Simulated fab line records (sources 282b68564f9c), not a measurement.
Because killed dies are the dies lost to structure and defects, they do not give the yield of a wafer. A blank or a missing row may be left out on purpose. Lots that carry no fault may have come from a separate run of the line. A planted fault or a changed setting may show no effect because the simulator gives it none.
2 desks looking at one fault | flow ritCmos | what lay behind the numbers comes last; until then each desk has only its own

== FROM THE METROLOGY DESK ==
What the gauges read for every lot (on any tool): the sampled wafers with a number, averaged. The brackets show how far a lot's mean lies from the usual mean; more than 4 standard deviations puts the lot out of limits, marked OUT.
Columns: A = SILICIDE_TI_RS at RIT_SILICIDE_RS_MEAS_02, usual 47.6 ohm/sq; B = SILICIDE_TI_THK at RIT_SILICIDE_THK_MEAS_03, usual 30.31 nm
lot  | first seen here | A              | B
L196 | day 3 03:37     | 47.3           | 30.55
L197 | day 3 08:28     | 47.7           | 30.27
L198 | day 3 13:22     | 48.3           | 29.86
L200 | day 3 23:27     | 48.3           | 30.13
L202 | day 4 08:45     | 47.4           | 30.51
L203 | day 4 12:36     | 47.2           | 30.34
L205 | day 5 00:38     | 47.6           | 30.46
L206 | day 5 04:00     | 47.4           | 30.56
L207 | day 5 08:56     | 48.3           | 30.10
L208 | day 5 15:52     | 46.8           | 30.49
L209 | day 5 21:05     | 66.9 (+38) OUT | 24.81 (-20) OUT
L210 | day 6 00:20     | 65.2 (+35) OUT | 25.28 (-19) OUT
L212 | day 6 09:21     | 65.5 (+35) OUT | 25.14 (-19) OUT
L214 | day 6 22:46     | 66.1 (+36) OUT | 25.15 (-19) OUT
L217 | day 7 11:32     | 46.9           | 30.54
L219 | day 7 22:56     | 48.1           | 30.22
This desk's result: L209, L210, L212, L214 out of limits, first on L209 (SILICIDE_TI_RS at RIT_SILICIDE_RS_MEAS_02), day 5 21:05. L196, L197, L198, L200, L202, L203, L205, L206, L207, L208, L217, L219 stayed within limits.

== FOR THE TOOL OWNER'S DESK: pvdSputter-04 ==
The tool's own readings at RIT_SILICIDE_SPUTTER_01 (material Ti, target thk 30 nm, time 240 s): means of the sampled wafers that have a number, for each lot that ran on this tool. The brackets show how far a lot's mean lies from the usual mean; more than 4 standard deviations puts the lot out of limits, marked OUT.
Columns: A = chamberPressurePa at RIT_SILICIDE_SPUTTER_01, usual 0.6670 Pa; B = throttleValvePct at RIT_SILICIDE_SPUTTER_01, usual 29.9 %
lot  | first seen here | A      | B
L197 | day 3 08:17     | 0.6658 | 29.4
L203 | day 4 12:25     | 0.6677 | 29.5
L205 | day 5 00:29     | 0.6676 | 29.5
L207 | day 5 08:47     | 0.6679 | 30.4
L209 | day 5 20:55     | 0.6667 | 29.9
L210 | day 6 00:11     | 0.6688 | 30.4
L212 | day 6 09:11     | 0.6667 | 29.5
L214 | day 6 22:37     | 0.6696 | 30.0
This desk's finding: nothing out of limits on any of the 8 lots.

== BROUGHT TOGETHER ==
On L209, L210, L212, L214, the metrology desk was in a position to raise an alarm at day 5 21:05.
The tool owner's desk saw nothing out of limits.
On record at the tool owner's desk: L209, L210, L212, L214, within its limits.
All the named lots went through RIT_SILICIDE_SPUTTER_01 on pvdSputter-04.

== WHAT THE SIMULATOR HAD PUT IN ==
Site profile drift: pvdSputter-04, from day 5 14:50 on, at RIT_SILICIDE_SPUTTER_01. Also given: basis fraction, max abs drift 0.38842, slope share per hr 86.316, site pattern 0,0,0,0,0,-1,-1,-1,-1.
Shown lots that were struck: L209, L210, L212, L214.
Time in hours between the start of the fault and the first out-of-limits reading at each desk: metrology desk, 6.
